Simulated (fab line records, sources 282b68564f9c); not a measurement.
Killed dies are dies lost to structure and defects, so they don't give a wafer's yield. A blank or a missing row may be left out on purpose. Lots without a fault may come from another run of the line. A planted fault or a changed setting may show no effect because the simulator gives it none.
fab line records | flow rit_cmos
record lots=13 wafers=39 last_day=7
route steps=202 shown FOX2@23 PWELL@49 NRETRO@62 M1@198
lots that met no fault: from a run of the same line without faults
start_h: hours from the record's first day to the start of the lot's first wafer shown | wait_h: hours since the lot's step before | " the same as in the row above | L1.1+2: a row that stands for several wafers | - no value, or no start given | * or withheld: withheld | < > ~ a bound
route shown NAME@n: a module of which the file shows steps, and the number in the route of the first | usual: mean/standard deviation of fault-free wafers | same: alike in all rows | chamber/n: place in a boat | sites: the reading at each site | _std_site: their standard deviation | _edge_site: outer sites' mean less inner sites' | radius_mm: how far each site lies from the wafer's centre | mask NAME#n: copy n | behind: the tool/chamber that last shaped the wafer | hold: why the lot was held/for how many hours/how that ended | device: the transistor (n, p or np) that didn't switch | end of line: the same wafers' tests at the end of the route | a step without rows: its recipe alone | killed: dies lost to structure and defects at the first sort, not the wafer's yield | map: a wafer's dies, x killed, . not, _ none there
set.NAME: the setting as run; set.NAME@STEP: as run at that earlier step | model.NAME: the simulator's own value behind a step, which no gauge read
steps of the route over a sample of lots; a table a step, a row a wafer
services: from which hour (start_h, from the record's first day; less than 0 if before it) a tool's chamber was out of use, for how many hours, and why
## steps
# step RIT_FOX2_OXIDATION_00
# recipe temp_c=1100 ambient=H2O target_thk_a=3507 p_h2o_torr=720 ox_time_s=1130
# usual spike_tc_centre_C=1102.5/1.1 spike_tc_load_C=1127.3/1.1 spike_tc_source_C=1129.2/1.9 tube_center_temp_C=1100/0.1 tube_center_temp_C_max=1102.8/0.46
# columns lot.wafer tool chamber start_h wait_h spike_tc_centre_C spike_tc_load_C spike_tc_source_C tube_center_temp_C tube_center_temp_C_max
L439.2 furnace-01 0 23.63 3.0 1103.6 1128.3 1129.4 1100 1102.5
L439.5 " 0 " " 1103.1 1126.0 1130.4 1099.9 1103.7
L439.6 " 0 " " 1102.4 1127.8 1128.8 1100 1102.7
L440.2 furnace-03 0 27.35 1.7 1103.2 1127.2 1124.1 1099.9 1102.6
L440.3 " 0 " " 1102.0 1127.9 1123.7 1100.3 1102.8
L440.6 " 0 " " 1104.2 1125.0 1124.6 1100.1 1103.1
L441.4 furnace-01 0 36.32 5.1 1102.2 1127.9 1130.7 1100.1 1102.7
L441.5 " 0 " " 1102.6 1125.3 1128.6 1100.2 1103.1
L441.6 " 0 " " 1101.2 1127.3 1131.1 1100 1102.5
L442.3 furnace-01 0 45.73 9.2 1103.4 1126.7 1129.5 1099.9 1101.8
L442.4 " 0 " " 1101.2 1128.3 1129.9 1099.9 1102.5
L442.6 " 0 " " 1105.3 1126.1 1129.3 1100 1103.3
L443.1 furnace-01 0 54.16 3.1 1103.8 1127.2 1128.8 1100 1103.0
L443.4 " 0 " " 1101.1 1125.9 1129.1 1100.1 1102.6
L443.6 " 0 " " 1101.6 1128.4 1130.0 1100 1102.5
L444.4 furnace-01 0 54.16 3.1 1103.5 1128.3 1128.6 1100.2 1102.9
L444.5 " 0 " " 1103.9 1127.9 1129.4 1100.1 1102.8
L444.6 " 0 " " 1103.1 1127.4 1127.9 1099.9 1103.1
L445.2 furnace-01 0 54.16 3.1 1102.6 1128.2 1130.8 1100.1 1102.8
L445.4 " 0 " " 1101.1 1125.9 1130.1 1100.1 1102.2
L445.6 " 0 " " 1101.4 1127.2 1128.7 1100 1102.2
L446.2 furnace-01 0 65.65 3.6 1124.9 1150.2 1152.0 1121.7 1125.8
L446.3 " 0 " " 1123.6 1150.0 1151.7 1121.8 1124.3
L446.6 " 0 " " 1123.2 1150.5 1150.6 1121.7 1124.9
L447.1 furnace-01 0 65.65 3.6 1124.9 1149.8 1150.8 1121.7 1125.8
L447.3 " 0 " " 1124.3 1148.3 1153.9 1121.5 1124.5
L447.4 " 0 " " 1124.1 1150.3 1151.0 1121.9 1124.4
L448.1 furnace-03 0 70.04 0.9 1103.6 1128.2 1124.8 1099.9 1102.8
L448.2 " 0 " " 1104.9 1125.3 1123.8 1100.1 1102.6
L448.5 " 0 " " 1104.2 1125.1 1124.2 1099.9 1102.6
L449.1 furnace-04 0 85.69 9.6 1102.8 1126.9 1129.7 1100.1 1102.4
L449.2 " 0 " " 1102.1 1129.7 1129.4 1100.1 1102.5
L449.6 " 0 " " 1103.2 1127.7 1128.6 1100 1103.6
L461.3 furnace-04 0 132.52 1.3 1103.8 1127.4 1131.8 1100.1 1103.2
L461.5 " 0 " " 1102.9 1128.3 1129.6 1100.1 1103.8
L461.6 " 0 " " 1102.2 1126.0 1128.5 1100 1103.2
L462.1 furnace-04 0 136.10 0.8 1102.2 1129.0 1130.2 1100.1 1102.5
L462.2 " 0 " " 1104.1 1126.7 1130.6 1100 1103.1
L462.3 " 0 " " 1101.0 1127.0 1130.8 1100 1103.2
# step RIT_FOX2_THK_MEAS_01
# recipe reads=SiO2_of_FOX2_OXIDATION_00
# usual FOX2_OXIDE_THK=350/6.4
# columns lot.wafer tool chamber start_h wait_h FOX2_OXIDE_THK[nm]
L439.2 film_metro-03 - 24.95 0.0 341
L439.5 " - " " 341
L439.6 " - " " 345
L440.2 film_metro-03 - 28.67 0.0 346
L440.3 " - " " 347
L440.6 " - " " 343
L441.4 film_metro-04 - 37.67 0.0 353
L441.5 " - " " 347
L441.6 " - " " 351
L442.3 film_metro-03 - 47.06 0.0 347
L442.4 " - " " 350
L442.6 " - " " 352
L443.1 film_metro-01 - 55.48 0.0 346
L443.4 " - " " 348
L443.6 " - " " 351
L445.2 film_metro-03 - 55.49 0.0 354
L445.4 " - " " 358
L445.6 " - " " 353
L444.4 film_metro-04 - 55.51 0.0 347
L444.5 " - " " 351
L444.6 " - " " 352
L447.1 film_metro-04 - 66.96 0.0 373
L447.3 " - " " 377
L447.4 " - " " 378
L446.2 film_metro-03 - 66.97 0.0 386
L446.3 " - " " 387
L446.6 " - " " 393
L448.1 film_metro-03 - 71.36 0.0 349
L448.2 " - " " 343
L448.5 " - " " 354
L449.1 film_metro-01 - 87.00 0.0 365
L449.2 " - " " 361
L449.6 " - " " 362
L461.3 film_metro-04 - 133.85 0.0 339
L461.5 " - " " 335
L461.6 " - " " 339
L462.1 film_metro-01 - 137.41 0.0 346
L462.2 " - " " 347
L462.3 " - " " 348
# step RIT_FOX2_THK_MEAS_90
# recipe reads=SiO2_of_FOX2_OXIDATION_00
# usual FIELD_OXIDE_LEFT_1_THK=323/6.4
# columns lot.wafer tool chamber start_h wait_h FIELD_OXIDE_LEFT_1_THK[nm]
L439.2 film_metro-04 - 25.90 0.0 314
L439.5 " - " " 314
L439.6 " - " " 318
L440.2 film_metro-03 - 29.81 0.0 318
L440.3 " - " " 320
L440.6 " - " " 316
L441.4 film_metro-03 - 38.60 0.0 326
L441.5 " - " " 319
L441.6 " - " " 324
L442.3 film_metro-04 - 47.94 0.0 320
L442.4 " - " " 323
L442.6 " - " " 325
L443.1 film_metro-03 - 56.36 0.0 318
L443.4 " - " " 320
L443.6 " - " " 323
L445.2 film_metro-01 - 56.37 0.0 327
L445.4 " - " " 331
L445.6 " - " " 326
L444.4 film_metro-04 - 56.39 0.0 320
L444.5 " - " " 324
L444.6 " - " " 325
L447.1 film_metro-03 - 67.84 0.0 346
L447.3 " - " " 349
L447.4 " - " " 351
L446.2 film_metro-04 - 67.85 0.0 358
L446.3 " - " " 359
L446.6 " - " " 366
L448.1 film_metro-04 - 72.23 0.0 322
L448.2 " - " " 316
L448.5 " - " " 326
L449.1 film_metro-03 - 87.95 0.0 337
L449.2 " - " " 334
L449.6 " - " " 335
L461.3 film_metro-01 - 134.73 0.0 312
L461.5 " - " " 307
L461.6 " - " " 311
L462.1 film_metro-03 - 138.36 0.0 319
L462.2 " - " " 320
L462.3 " - " " 321
# step RIT_PWELL_TW_MEAS_10
# usual PWELL_TW=952/9
# columns lot.wafer tool chamber start_h wait_h PWELL_TW
L439.2 film_metro-04 - 29.25 0.1 952
L439.5 " - " " 950
L439.6 " - " " 949
L440.2 film_metro-02 - 33.04 0.1 955
L440.3 " - " " 955
L440.6 " - " " 958
L441.4 film_metro-04 - 41.95 0.1 948
L441.5 " - " " 948
L441.6 " - " " 952
L442.3 film_metro-02 - 51.29 0.1 960
L442.4 " - " " 958
L442.6 " - " " 953
L443.1 film_metro-02 - 59.80 0.1 953
L443.4 " - " " 954
L443.6 " - " " 959
L444.4 film_metro-01 - 60.00 0.1 969
L444.5 " - " " 967
L444.6 " - " " 967
L445.2 film_metro-04 - 60.22 0.1 938
L445.4 " - " " 945
L445.6 " - " " 938
L447.1 film_metro-04 - 71.29 0.1 939
L447.3 " - " " 941
L447.4 " - " " 937
L446.2 film_metro-01 - 71.37 0.1 969
L446.3 " - " " 969
L446.6 " - " " 968
L448.1 film_metro-02 - 75.46 0.1 959
L448.2 " - " " 960
L448.5 " - " " 965
L449.1 film_metro-04 - 91.43 0.1 950
L449.2 " - " " 954
L449.6 " - " " 952
L461.3 film_metro-04 - 138.78 0.1 947
L461.5 " - " " 941
L461.6 " - " " 945
L462.1 film_metro-01 - 141.99 0.1 965
L462.2 " - " " 964
L462.3 " - " " 956
# step RIT_NRETRO_STRIP_09
# recipe chemistry=O2 time_s=180 resist=NOVOLAK platen_temp_c=withheld power_w=500 pressure_mtorr=4000 o2_flow_sccm=4000
# usual drypump_motor_current_A=5.7/0.45 rf_refl_power_W=7.4/0.95
# columns lot.wafer tool chamber start_h wait_h drypump_motor_current_A rf_hours_counter_h rf_refl_power_W
L439.2 plasma_asher-03 0 37.81 0.1 5.7 33 8.9
L439.5 " 1 " " 5.5 - 6.1
L439.6 " 0 " " 5.7 - 9.0
L440.2 plasma_asher-03 1 44.40 0.1 5.5 33 6.1
L440.3 " 1 " " 5.5 - 5.9
L440.6 " 0 " " 5.7 - 8.5
L441.4 plasma_asher-01 1 57.54 0.1 5.0 - 6.5
L441.5 " 1 " " 5.0 - 6.3
L441.6 " 0 " " 5.9 - 7.4
L442.3 plasma_asher-02 1 62.18 0.1 6.5 - 7.9
L442.4 " 0 " " 5.5 - 8.1
L442.6 " 1 " " 6.5 - 8.0
L443.1 plasma_asher-02 1 67.20 0.1 6.5 43 7.8
L443.4 " 0 " " 5.5 - 7.7
L443.6 " 0 " " 5.5 - 7.4
L445.2 plasma_asher-03 1 67.46 0.1 5.6 35 6.0
L445.4 " 1 " " 5.6 - 5.9
L445.6 " 0 " " 5.7 - 8.6
L444.4 plasma_asher-01 1 67.62 0.1 5.0 - 6.4
L444.5 " 0 " " 6.0 - 8.2
L444.6 " 1 " " 5.0 - 6.2
L447.1 plasma_asher-01 0 82.57 0.1 5.9 29 8.3
L447.3 " 0 " " 5.9 - 7.8
L447.4 " 1 " " 5.0 - 6.8
L446.2 plasma_asher-02 0 82.69 0.1 5.5 45 7.9
L446.3 " 1 " " 6.5 - 8.0
L446.6 " 1 " " 6.5 - 7.7
L448.1 plasma_asher-03 0 82.80 0.1 5.7 36 8.9
L448.2 " 1 " " 5.6 36 6.2
L448.5 " 1 " " 5.5 - 6.4
L449.1 plasma_asher-01 0 100.69 0.1 6.0 31 8.1
L449.2 " 1 " " 5.0 31 6.2
L449.6 " 1 " " 5.0 - 6.6
L461.3 plasma_asher-01 1 145.88 0.1 5.0 - 6.6
L461.5 " 1 " " 5.0 - 6.4
L461.6 " 0 " " 6.0 - 8.1
L462.1 plasma_asher-03 1 150.15 0.1 5.5 45 6.0
L462.2 " 0 " " 5.6 45 8.7
L462.3 " 1 " " 5.6 - 6.2
# step RIT_FOX2_THK_MEAS_91
# recipe reads=SiO2_of_FOX2_OXIDATION_00
# usual FIELD_OXIDE_LEFT_2_THK=255/6.5
# columns lot.wafer tool chamber start_h wait_h FIELD_OXIDE_LEFT_2_THK[nm]
L439.2 film_metro-04 - 40.23 0.0 247
L439.5 " - " " 247
L439.6 " - " " 251
L440.2 film_metro-01 - 46.62 0.0 251
L440.3 " - " " 253
L440.6 " - " " 248
L441.4 film_metro-03 - 59.84 0.0 259
L441.5 " - " " 252
L441.6 " - " " 256
L442.3 film_metro-01 - 64.38 0.0 251
L442.4 " - " " 255
L442.6 " - " " 257
L443.1 film_metro-03 - 69.57 0.0 249
L443.4 " - " " 252
L443.6 " - " " 254
L445.2 film_metro-04 - 69.81 0.0 259
L445.4 " - " " 263
L445.6 " - " " 258
L444.4 film_metro-01 - 70.08 0.0 252
L444.5 " - " " 256
L444.6 " - " " 257
L446.2 film_metro-04 - 85.14 0.0 290
L446.3 " - " " 291
L446.6 " - " " 297
L448.1 film_metro-01 - 85.23 0.0 254
L448.2 " - " " 248
L448.5 " - " " 258
L447.1 film_metro-04 - 85.41 0.0 277
L447.3 " - " " 281
L447.4 " - " " 282
L449.1 film_metro-04 - 107.97 0.0 269
L449.2 " - " " 266
L449.6 " - " " 267
L461.3 film_metro-04 - 148.19 0.0 243
L461.5 " - " " 239
L461.6 " - " " 243
L462.1 film_metro-03 - 152.56 0.0 251
L462.2 " - " " 251
L462.3 " - " " 252
# step RIT_M1_STRIP_14
# recipe chemistry=O2 time_s=180 platen_temp_c=withheld power_w=500 pressure_mtorr=4000 o2_flow_sccm=4000
# usual drypump_motor_current_A=5.7/0.42 rf_refl_power_W=7.4/0.98
# columns lot.wafer tool chamber start_h wait_h drypump_motor_current_A rf_hours_counter_h rf_refl_power_W
L439.2 plasma_asher-01 1 73.69 0.0 5.0 28 6.8
L439.5 " 0 " " 6.0 - 8.0
L439.6 " 1 " " 5.0 - 6.9
L440.2 plasma_asher-03 0 80.03 0.0 5.7 36 8.6
L440.3 " 0 " " 5.7 - 8.5
L440.6 " 1 " " 5.6 - 6.0
L442.3 plasma_asher-01 0 98.46 0.1 6.0 - 8.0
L442.4 " 1 " " 5.0 - 6.3
L442.6 " 0 " " 6.0 - 7.8
L441.4 plasma_asher-02 1 98.92 0.1 6.5 - 7.7
L441.5 " 0 " " 5.5 - 7.8
L441.6 " 1 " " 6.5 - 7.6
L445.2 plasma_asher-01 0 110.80 0.0 6.0 32 8.2
L445.4 " 1 " " 5.0 - 6.2
L445.6 " 0 " " 6.0 - 8.0
L443.1 plasma_asher-01 1 111.20 0.0 5.0 32 6.6
L443.4 " 0 " " 6.0 - 7.5
L443.6 " 1 " " 5.0 - 6.3
L446.2 plasma_asher-03 1 124.84 0.0 5.6 41 6.0
L446.3 " 1 " " 5.6 - 5.9
L446.6 " 0 " " 5.6 - 8.8
L444.4 plasma_asher-01 1 125.15 0.1 5.0 - 6.3
L444.5 " 0 " " 5.9 - 8.1
L444.6 " 1 " " 5.0 - 6.4
L447.1 plasma_asher-02 1 125.15 0.0 6.5 1 7.9
L447.3 " 1 " " 6.5 - 7.8
L447.4 " 0 " " 5.5 - 7.6
L448.1 plasma_asher-03 1 125.34 0.0 5.6 41 5.9
L448.2 " 0 " " 5.7 41 8.4
L448.5 " 0 " " 5.7 - 8.4
L449.1 plasma_asher-01 0 134.02 0.0 6.0 35 8.1
L449.2 " 1 " " 5.0 35 6.7
L449.6 " 0 " " 6.0 - 7.9
L461.3 plasma_asher-01 0 172.84 0.1 6.0 - 7.7
L461.5 " 0 " " 6.0 - 7.9
L461.6 " 1 " " 5.0 - 6.5
L462.1 plasma_asher-03 1 175.60 0.0 5.5 48 6.3
L462.2 " 0 " " 5.6 48 8.3
L462.3 " 1 " " 5.5 - 6.3
## services
# columns tool chamber start_h hours kind
furnace-04 - 9.60 72.7 pm
plasma_asher-02 - 21.58 2.8 pm
plasma_asher-03 - 67.92 3.8 repair
furnace-04 - 82.28 3.4 pm
furnace-01 - 87.10 3.8 pm
plasma_asher-02 - 108.75 9.0 pm
plasma_asher-02 0 108.75 9.0 vent_cycle
plasma_asher-02 1 108.75 9.0 vent_cycle
plasma_asher-01 - 112.30 2.8 pm
plasma_asher-02 0 117.75 - clean
plasma_asher-02 1 117.75 - clean
furnace-04 - 122.05 3.4 pm
plasma_asher-03 - 130.17 3.4 repair
furnace-03 - 166.00 3.8 pm
## key
first_sign step=RIT_FOX2_OXIDATION_00 reading=tube_center_temp_C direction=up sigmas=99+ usual=* struck=*
effect step=RIT_FOX2_OXIDATION_00 reading=tube_center_temp_C_max direction=up sigmas=48 usual=* struck=*
effect step=RIT_FOX2_THK_MEAS_01 reading=FOX2_OXIDE_THK direction=up sigmas=5.1 usual=350 struck=382
effect step=RIT_FOX2_THK_MEAS_90 reading=FIELD_OXIDE_LEFT_1_THK direction=up sigmas=5 usual=323 struck=355
effect step=RIT_FOX2_THK_MEAS_91 reading=FIELD_OXIDE_LEFT_2_THK direction=up sigmas=4.9 usual=255 struck=286
met_at RIT_FOX2_OXIDATION_00
struck_lots L446,L447
tester_left_out L446,L447
not_acting_at RIT_PWELL_TW_MEAS_10,RIT_NRETRO_STRIP_09,RIT_M1_STRIP_14
onset_between 54.16 65.65
fault kind=process_parameter_drift tool=furnace-01 chamber=- onset_h=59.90 steps=RIT_FOX2_OXIDATION_00 channel=temp_c offset=* shape=step end_h=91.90 acts_in=* stated=*
# tester_left_out: of these lots the tester's yield and bins aren't shown, on N5 and GAA mostly nor the transistor test; their killed dies are dies lost to structure and defects alone, not to doping, threshold or leakage, so they don't give the yield
